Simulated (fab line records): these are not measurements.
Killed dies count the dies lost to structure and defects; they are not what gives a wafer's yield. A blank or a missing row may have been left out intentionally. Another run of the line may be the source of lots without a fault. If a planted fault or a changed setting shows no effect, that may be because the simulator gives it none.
Which of the tools did it? + flow rit-cmos + 7 lots, 21 wafers sampled, at 3 steps of a route of 202

== WHAT EACH GAUGE READ, for each wafer ==
RIT_PLDD_OVL_MEAS_06.
| lot  | measured    | on         | PLDD_OVL (nm)  |
|------|-------------|------------|----------------|
| L869 | day 3 00:17 | overlay-02 | -0.9 -1.2 -1.4 |
| L872 | day 3 16:41 | overlay-01 | 0.7 0.3 0.0    |
| L874 | day 4 04:01 | overlay-02 | -0.2 -1.8 -0.2 |
| L876 | day 4 15:01 | overlay-02 | 0.8 0.6 1.6    |
| L882 | day 5 23:37 | overlay-02 | 0.3 1.1 0.3    |
| L886 | day 6 17:32 | overlay-01 | 0.2 0.2 -0.1   |
| L891 | day 7 17:08 | overlay-02 | 0.5 0.5 1.5    |

== EACH LOT AND THE TOOL THAT RAN IT (in order: tool; ch and the chambers of the sampled wafers; start) ==
| lot  | RIT_ACTIVE_STRIP_14                 | RIT_NRETRO_IMPLANT_08          |
|------|-------------------------------------|--------------------------------|
| L869 | plasma-asher-02 ch 0,1, day 1 19:50 | implanter-02 ch 0, day 2 11:25 |
| L872 | plasma-asher-04 ch 0,1, day 2 11:46 | implanter-02 ch 0, day 3 02:58 |
| L874 | plasma-asher-02 ch 0,1, day 2 22:28 | implanter-02 ch 0, day 3 13:12 |
| L876 | plasma-asher-02 ch 0,1, day 3 07:22 | implanter-03 ch 0, day 3 23:39 |
| L882 | plasma-asher-02 ch 0,1, day 4 13:35 | implanter-02 ch 0, day 5 06:47 |
| L886 | plasma-asher-03 ch 0,1, day 5 11:52 | implanter-01 ch 0, day 6 03:42 |
| L891 | plasma-asher-02 ch 0,1, day 6 10:37 | implanter-03 ch 0, day 7 01:10 |
- RIT_ACTIVE_STRIP_14: strips in O2, time 180 s.
- RIT_NRETRO_IMPLANT_08

== THE ANSWER, worked out from the rows above alone ==
Rule: the usual values come from the lots themselves. Put in order of their means at a reading, lots are off if they are a third of the lots or fewer, leave a main group of 4 or more, and stand apart from it by a gap of 3 or more times the standard deviation of the main group's means; of several such gaps the widest counts. If all means in a main group match to the digits the tables above print for the reading, that group is not used. Also off: a lot with no number at a reading for which 4 or more lots have one. Where the step has rows for the other lots, those lots are counted as sound.
Nothing can be told from this: no lot is off at any reading shown.

== WHAT WAS PUT IN BY THE SIMULATOR ==
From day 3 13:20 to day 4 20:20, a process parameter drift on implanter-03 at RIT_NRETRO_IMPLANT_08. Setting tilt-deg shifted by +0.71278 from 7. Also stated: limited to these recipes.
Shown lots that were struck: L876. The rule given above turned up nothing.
